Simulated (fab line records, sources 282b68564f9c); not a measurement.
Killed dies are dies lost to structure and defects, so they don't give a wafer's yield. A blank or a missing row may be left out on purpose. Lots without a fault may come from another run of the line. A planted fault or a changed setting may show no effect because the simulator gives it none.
fab line records | flow rit_cmos
record lots=6 wafers=18 last_day=8
route steps=202 shown SPACER@128 NSD@131 PSD@142 SDANNEAL@153
lots that met no fault: from a run of the same line without faults
start_h: hours from the record's first day to the start of the lot's first wafer shown | wait_h: hours since the lot's step before | " the same as in the row above | L1.1+2: a row that stands for several wafers | - no value, or no start given | * or withheld: withheld | < > ~ a bound
route shown NAME@n: a module of which the file shows steps, and the number in the route of the first | usual: mean/standard deviation of fault-free wafers | same: alike in all rows | chamber/n: place in a boat | sites: the reading at each site | _std_site: their standard deviation | _edge_site: outer sites' mean less inner sites' | radius_mm: how far each site lies from the wafer's centre | mask NAME#n: copy n | behind: the tool/chamber that last shaped the wafer | hold: why the lot was held/for how many hours/how that ended | device: the transistor (n, p or np) that didn't switch | end of line: the same wafers' tests at the end of the route | a step without rows: its recipe alone | killed: dies lost to structure and defects at the first sort, not the wafer's yield | map: a wafer's dies, x killed, . not, _ none there
set.NAME: the setting as run; set.NAME@STEP: as run at that earlier step | model.NAME: the simulator's own value behind a step, which no gauge read
lots at some steps of the route; a table a step, a row a wafer
services: from which hour (start_h, from the record's first day; less than 0 if before it) a tool's chamber was out of use, for how many hours, and why
## steps
# step RIT_SPACER_CVD_03
# recipe material=Si3N4 target_thk_nm=250 temp_c=810 precursor=SiH2Cl2/NH3 time_s=3300 pressure_mtorr=300 sih2cl2_flow_sccm=60 nh3_flow_sccm=150
# step RIT_SPACER_THK_MEAS_04
# recipe reads=Si3N4_of_SPACER_CVD_03
# usual SPACER_NITRIDE_THK=249.0/2.3
# columns lot.wafer tool chamber start_h wait_h SPACER_NITRIDE_THK[nm]
L299.3 film_metro-03 - 66.41 0.0 248.6
L299.4 " - " " 250.8
L299.6 " - " " 248.1
L304.2 film_metro-04 - 94.76 0.0 248.7
L304.4 " - " " 248.9
L304.6 " - " " 249.2
L307.2 film_metro-02 - 118.12 0.0 244.8
L307.5 " - " " 244.2
L307.6 " - " " 246.4
L308.1 film_metro-02 - 124.06 0.0 247.7
L308.5 " - " " 247.8
L308.6 " - " " 247.0
L316.1 film_metro-02 - 165.67 0.0 251.9
L316.3 " - " " 249.2
L316.6 " - " " 248.5
L319.4 film_metro-03 - 167.62 0.0 246.2
L319.5 " - " " 246.5
L319.6 " - " " 247.4
# step RIT_SPACER_ETCHBACK_05
# recipe target_depth_a=2500 SF6_flow_sccm=30 CHF3_flow_sccm=30 target=Si3N4 chemistry=SF6/CHF3 pressure_mtorr=40 rf_w=250 time_s=240 stop_on=SiO2
# usual SF6_flow_sccm=29.99/0.087 chamber_pressure_mTorr=40.00/0.039 drypump_motor_current_A=5.9/0.42 oes_product_au=0.847/0.015 throttle_valve_pct=10.27/0.21
# columns lot.wafer tool chamber start_h wait_h SF6_flow_sccm chamber_pressure_mTorr drypump_motor_current_A oes_product_au rf_hours_counter_h throttle_valve_pct
L299.3 rie_diel-03 1 66.45 0.0 30.05 40.03 6.0 0.840 160 9.93
L299.4 " 3 " " 29.92 39.98 5.7 0.828 79 10.35
L299.6 " 1 " " 30.04 40.01 6.0 0.845 - 9.93
L304.2 rie_diel-03 2 94.81 0.0 30.00 40.00 5.8 0.861 145 10.52
L304.4 " 2 " " 30.11 40.06 5.7 0.858 - 10.51
L304.6 " 0 " " 30.15 40.00 6.5 0.830 - 10.09
L307.2 rie_diel-03 3 118.17 0.0 29.86 39.96 5.7 0.812 80 10.36
L307.5 " 3 " " 29.82 39.99 5.7 0.808 - 10.36
L307.6 " 0 " " 30.04 39.93 6.5 0.813 - 10.10
L308.1 rie_diel-02 1 124.12 0.1 30.04 40.00 6.5 0.851 21 10.10
L308.5 " 1 " " 30.01 39.94 6.5 0.857 - 10.09
L308.6 " 3 " " 29.86 39.98 5.8 0.853 - 10.06
L316.1 rie_diel-01 2 165.73 0.1 30.00 40.06 5.4 0.848 4 9.98
L316.3 " 1 " " 30.05 40.03 6.2 0.843 33 10.43
L316.6 " 2 " " 29.94 39.98 5.4 0.851 - 9.98
L319.4 rie_diel-01 0 167.72 0.1 29.80 40.01 6.1 0.841 - 10.53
L319.5 " 2 " " 30.03 40.01 5.4 0.841 - 9.99
L319.6 " 1 " " 29.98 39.99 6.2 0.841 - 10.42
# step RIT_NSD_HMDS_00
# recipe prime_time_s=60 prime_temp_c=140
# step RIT_NSD_COAT_01
# recipe resist=NOVOLAK spin_rpm=3250 resist_thk_nm=1000
# step RIT_NSD_SOFTBAKE_02
# recipe resist=NOVOLAK temp_c=90 time_s=60
# step RIT_NSD_EXPOSE_03
# recipe mask_id=M9 na=0.57 target_cd_nm=40700 dose_mj=250
# step RIT_NSD_PEB_04
# recipe resist=NOVOLAK temp_c=withheld time_s=withheld
# step RIT_NSD_DEVELOP_05
# recipe resist=NOVOLAK develop_time_s=50 dev_temp_c=23
# step RIT_NSD_OVL_MEAS_06
# usual NSD_OVL=-0.1/1.1
# columns lot.wafer tool chamber start_h wait_h NSD_OVL[nm]
L299.3 overlay-01 - 67.59 - 0.7
L299.4 " - " " -0.5
L299.6 " - " " 1.2
L304.2 overlay-01 - 95.92 - -1.6
L304.4 " - " " 0.3
L304.6 " - " " -0.3
L307.2 overlay-01 - 119.18 - -0.9
L307.5 " - " " 0.5
L307.6 " - " " -0.6
L308.1 overlay-02 - 125.12 - 0.2
L308.5 " - " " 0.2
L308.6 " - " " -1.4
L316.1 overlay-01 - 166.91 - -0.8
L316.3 " - " " 0.8
L316.6 " - " " 0.5
L319.4 overlay-02 - 168.74 - 0.3
L319.5 " - " " 0.8
L319.6 " - " " -0.6
# step RIT_NSD_HARDBAKE_07
# recipe resist=NOVOLAK temp_c=140 time_s=60
# step RIT_NSD_IMPLANT_08
# recipe species=P energy_kev=25 dose_cm2=1e+15 tilt_deg=7
# step RIT_NSD_STRIP_09
# recipe chemistry=O2 time_s=180 resist=NOVOLAK platen_temp_c=withheld power_w=500 pressure_mtorr=4000 o2_flow_sccm=4000
# usual chamber_pressure_mTorr=4000/3.4 drypump_motor_current_A=6.2/0.51
# columns lot.wafer tool chamber start_h wait_h chamber_pressure_mTorr drypump_motor_current_A rf_hours_counter_h model.NOVOLAK_of_NSD_COAT_01.thk_nm
L299.3 plasma_asher-01 0 67.97 0.1 4001 6.7 - 0
L299.4 " 1 " " 3996 5.8 - 0
L299.6 " 0 " " 3997 6.8 - 0
L304.2 plasma_asher-03 1 96.25 0.1 4003 5.5 44 0
L304.4 " 1 " " 4002 5.5 - 0
L304.6 " 0 " " 4001 5.9 - 0
L307.2 plasma_asher-02 0 119.51 0.1 - - - 887.1
L307.5 " 0 " " - - - 886.7
L307.6 " 1 " " - - - 886.9
L308.1 plasma_asher-01 0 125.45 0.1 - - - 886.6
L308.5 " 0 " " - - - 889.1
L308.6 " 1 " " - - - 884.1
L316.1 plasma_asher-02 1 167.25 0.1 4003 6.8 52 0
L316.3 " 1 " " 3999 6.8 - 0
L316.6 " 1 " " 4004 6.8 - 0
L319.4 plasma_asher-03 1 169.24 0.1 4000 5.5 - 0
L319.5 " 0 " " 3999 5.9 - 0
L319.6 " 1 " " 3995 5.5 - 0
# step RIT_NSD_TW_MEAS_10
# usual NSD_TW=3143/16
# columns lot.wafer tool chamber start_h wait_h NSD_TW
L299.3 film_metro-02 - 68.11 0.1 3124
L299.4 " - " " 3129
L299.6 " - " " 3126
L304.2 film_metro-02 - 96.43 0.1 3137
L304.4 " - " " 3128
L304.6 " - " " 3125
L307.2 film_metro-04 - 119.70 0.1 3148
L307.5 " - " " 3158
L307.6 " - " " 3164
L308.1 film_metro-04 - 125.63 0.1 3157
L308.5 " - " " 3160
L308.6 " - " " 3176
L316.1 film_metro-01 - 167.43 0.1 3138
L316.3 " - " " 3123
L316.6 " - " " 3146
L319.4 film_metro-04 - 169.38 0.1 3183
L319.5 " - " " 3166
L319.6 " - " " 3163
# step RIT_PSD_HMDS_00
# recipe prime_time_s=60 prime_temp_c=141.1
# step RIT_PSD_COAT_01
# recipe resist=NOVOLAK spin_rpm=3250 resist_thk_nm=1000
# step RIT_PSD_SOFTBAKE_02
# recipe resist=NOVOLAK temp_c=90 time_s=60
# step RIT_PSD_EXPOSE_03
# recipe mask_id=M10 na=0.57 target_cd_nm=40900 dose_mj=250
# step RIT_PSD_PEB_04
# recipe resist=NOVOLAK temp_c=withheld time_s=withheld
# step RIT_PSD_DEVELOP_05
# recipe resist=NOVOLAK develop_time_s=50 dev_temp_c=23
# step RIT_PSD_OVL_MEAS_06
# usual PSD_OVL=-1.4/1.4
# columns lot.wafer tool chamber start_h wait_h PSD_OVL[nm]
L299.3 overlay-01 - 69.13 - -0.5
L299.4 " - " " -0.3
L299.6 " - " " -1.7
L304.2 overlay-02 - 97.39 - -3.2
L304.4 " - " " -0.9
L304.6 " - " " -1.6
L307.2 overlay-02 - 120.60 - -1.3
L307.5 " - " " -3.0
L307.6 " - " " -0.3
L308.1 overlay-01 - 126.77 - -0.8
L308.5 " - " " 0.3
L308.6 " - " " -0.5
L316.1 overlay-02 - 168.48 - -2.9
L316.3 " - " " -1.6
L316.6 " - " " -3.3
L319.4 overlay-02 - 170.60 - -2.0
L319.5 " - " " -2.4
L319.6 " - " " 0.4
# step RIT_PSD_HARDBAKE_07
# recipe resist=NOVOLAK temp_c=140 time_s=60
# step RIT_PSD_IMPLANT_08
# recipe species=BF2 energy_kev=27.24 dose_cm2=5e+15 tilt_deg=7
# step RIT_PSD_STRIP_09
# recipe chemistry=O2 time_s=180 resist=NOVOLAK platen_temp_c=withheld power_w=500 pressure_mtorr=4000 o2_flow_sccm=4000
# usual chamber_pressure_mTorr=4001/3.4 drypump_motor_current_A=6.3/0.59
# columns lot.wafer tool chamber start_h wait_h chamber_pressure_mTorr drypump_motor_current_A rf_hours_counter_h
L299.3 plasma_asher-02 0 69.52 0.1 4000 6.5 -
L299.4 " 1 " " 4001 6.8 -
L299.6 " 0 " " 3997 6.5 -
L304.2 plasma_asher-02 1 97.72 0.1 3995 6.8 45
L304.4 " 1 " " 3994 6.7 -
L304.6 " 0 " " 3995 6.5 -
L307.2 plasma_asher-02 1 121.07 0.1 4002 6.8 47
L307.5 " 0 " " 4006 6.5 -
L307.6 " 1 " " 3997 6.7 -
L308.1 plasma_asher-04 0 127.10 0.1 4000 6.6 46
L308.5 " 0 " " 3996 6.6 -
L308.6 " 1 " " 3995 5.0 -
L316.1 plasma_asher-01 0 168.95 0.1 4000 6.7 37
L316.3 " 0 " " 3998 6.7 -
L316.6 " 1 " " 3999 5.8 -
L319.4 plasma_asher-02 0 170.97 0.1 4003 6.5 -
L319.5 " 1 " " 4000 6.7 -
L319.6 " 0 " " 3995 6.5 -
# step RIT_PSD_TW_MEAS_10
# usual PSD_TW=3459/20
# columns lot.wafer tool chamber start_h wait_h PSD_TW
L299.3 film_metro-04 - 69.65 0.1 3461
L299.4 " - " " 3463
L299.6 " - " " 3444
L304.2 film_metro-01 - 97.90 0.1 3485
L304.4 " - " " 3457
L304.6 " - " " 3469
L307.2 film_metro-01 - 121.26 0.1 30
L307.5 " - " " 30
L307.6 " - " " 30
L308.1 film_metro-01 - 127.28 0.1 30
L308.5 " - " " 30
L308.6 " - " " 30
L316.1 film_metro-01 - 169.12 0.1 3451
L316.3 " - " " 3453
L316.6 " - " " 3459
L319.4 film_metro-01 - 171.12 0.1 3450
L319.5 " - " " 3441
L319.6 " - " " 3432
# step RIT_SDANNEAL_CLEAN_00
# recipe chemistry=SC1 mix=3:3:50 time_s=600 temp_c=75
## services
# columns tool chamber start_h hours kind
rie_diel-02 0 61.71 13.8 repair
plasma_asher-03 - 67.92 1.6 repair
rie_diel-01 2 72.70 12.5 repair
rie_diel-01 1 72.79 3.0 repair
rie_diel-03 - 86.39 1.6 repair
rie_diel-03 3 89.75 6.1 repair
rie_diel-03 - 91.46 0.5 repair
rie_diel-03 1 99.35 - clean
rie_diel-03 1 99.35 19.9 scheduled_down
rie_diel-03 1 99.35 19.9 vent_cycle
plasma_asher-03 - 108.75 9.0 pm
plasma_asher-03 0 108.75 9.0 vent_cycle
plasma_asher-03 1 108.75 9.0 vent_cycle
plasma_asher-03 0 117.75 - clean
plasma_asher-03 1 117.75 - clean
rie_diel-02 2 118.60 12.6 repair
rie_diel-02 - 122.05 0.5 repair
plasma_asher-04 - 125.04 1.7 repair
plasma_asher-02 - 126.86 2.8 pm
rie_diel-01 - 129.44 4.3 pm
plasma_asher-01 - 132.82 4.3 pm
rie_diel-01 0 137.90 23.8 repair
rie_diel-02 2 165.60 6.9 repair
rie_diel-02 - 166.32 2.8 pm
## key
first_sign step=RIT_NSD_STRIP_09 reading=tool_record direction=missing
effect step=RIT_PSD_TW_MEAS_10 reading=PSD_TW direction=down sigmas=99+ usual=3459 struck=30
model_effect step=RIT_NSD_STRIP_09 value=NOVOLAK_of_NSD_COAT_01.thk_nm without=0 struck=886.8
met_at RIT_NSD_STRIP_09
struck_wafers L307.2,L307.5,L307.6,L308.1,L308.5,L308.6
sort_left_out L307.2,L307.5,L307.6,L308.1,L308.5,L308.6
tester_left_out L307,L308
onset_between 67.97 119.51
fault kind=skipped_step_whole tool=plasma_asher-01,plasma_asher-02 chamber=- onset_h=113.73 steps=RIT_NSD_STRIP_09 scope=struck_lots_only
# tester_left_out: of these lots the tester's yield and bins aren't shown, on N5 and GAA mostly nor the transistor test; their killed dies are dies lost to structure and defects alone, not to doping, threshold or leakage, so they don't give the yield
# sort_left_out: the simulated sort isn't trusted on such a fault, so these wafers' sort isn't shown, and their yield isn't known
